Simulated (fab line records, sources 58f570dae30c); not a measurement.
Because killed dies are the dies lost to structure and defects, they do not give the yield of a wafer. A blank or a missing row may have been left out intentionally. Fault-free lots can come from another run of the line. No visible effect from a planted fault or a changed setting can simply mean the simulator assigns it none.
Chamber matching | flow berkeley-cmos170 | 4 sister chambers for UCB170_V1_CMP_02 on cmp-02
The step polishes SiO2. 16 wafers are shown with their chamber, then 8 later ones without.

== WAFERS, EACH WITH ITS CHAMBER ==
wafer  | chamber | motor-current-A (A)
L363.3 | 3       | 17.0
L363.4 | 1       | 15.3
L363.6 | 3       | 16.3
L364.2 | 1       | 16.4
L364.3 | 3       | 16.5
L364.5 | 2       | 17.2
L365.1 | 1       | 16.3
L365.5 | 3       | 16.4
L365.6 | 2       | 17.6
L369.4 | 3       | 16.8
L369.5 | 2       | 15.8
L369.6 | 3       | 16.2
L376.3 | 1       | 15.3
L376.4 | 2       | 17.5
L376.6 | 0       | 16.7
L380.2 | 0       | 16.7

SIGNATURES (means of the wafers above)
reading         | chamber 0 | chamber 1 | chamber 2 | chamber 3 | scatter within a chamber
motor-current-A | 16.700    | 15.825    | 17.025    | 16.533    | 0.553
Rule: for each reading, subtract the chamber's mean from the wafer's reading, divide by that reading's scatter and square the result; add these up over the readings and take the root, which gives the wafer's distance from the chamber. The wafer belongs to the nearest chamber; if the next one is less than 2 further off, it can't be placed. The scatter is the square root of a quotient: the sum, over the shown wafers, of each reading's squared deviation from its chamber's mean, divided by wafers minus chambers.

== WAFERS WITHOUT THEIR CHAMBER ==
wafer  | motor-current-A (A)
L380.4 | 16.9
L380.5 | 15.5
L384.1 | 15.6
L384.3 | 16.2
L384.5 | 15.7
L382.1 | 16.4
L382.4 | 15.8
L382.5 | 16.5

== EACH ONE'S CHAMBER ==
wafer  | from the rows above               | in truth
L380.4 | can't be placed: 2 or 0 or 3 or 1 | 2
L380.5 | can't be placed: 1 or 3 or 0      | 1
L384.1 | can't be placed: 1 or 3 or 0      | 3
L384.3 | can't be placed: 3 or 1 or 0 or 2 | 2
L384.5 | can't be placed: 1 or 3 or 0      | 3
L382.1 | can't be placed: 3 or 0 or 1 or 2 | 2
L382.4 | can't be placed: 1 or 3 or 0      | 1
L382.5 | can't be placed: 3 or 0 or 2 or 1 | 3
Correct placement for 0 of the 8. From these rows, 8 cannot be placed; in 8 the true chamber is one of the candidates. Wrongly placed: 0.
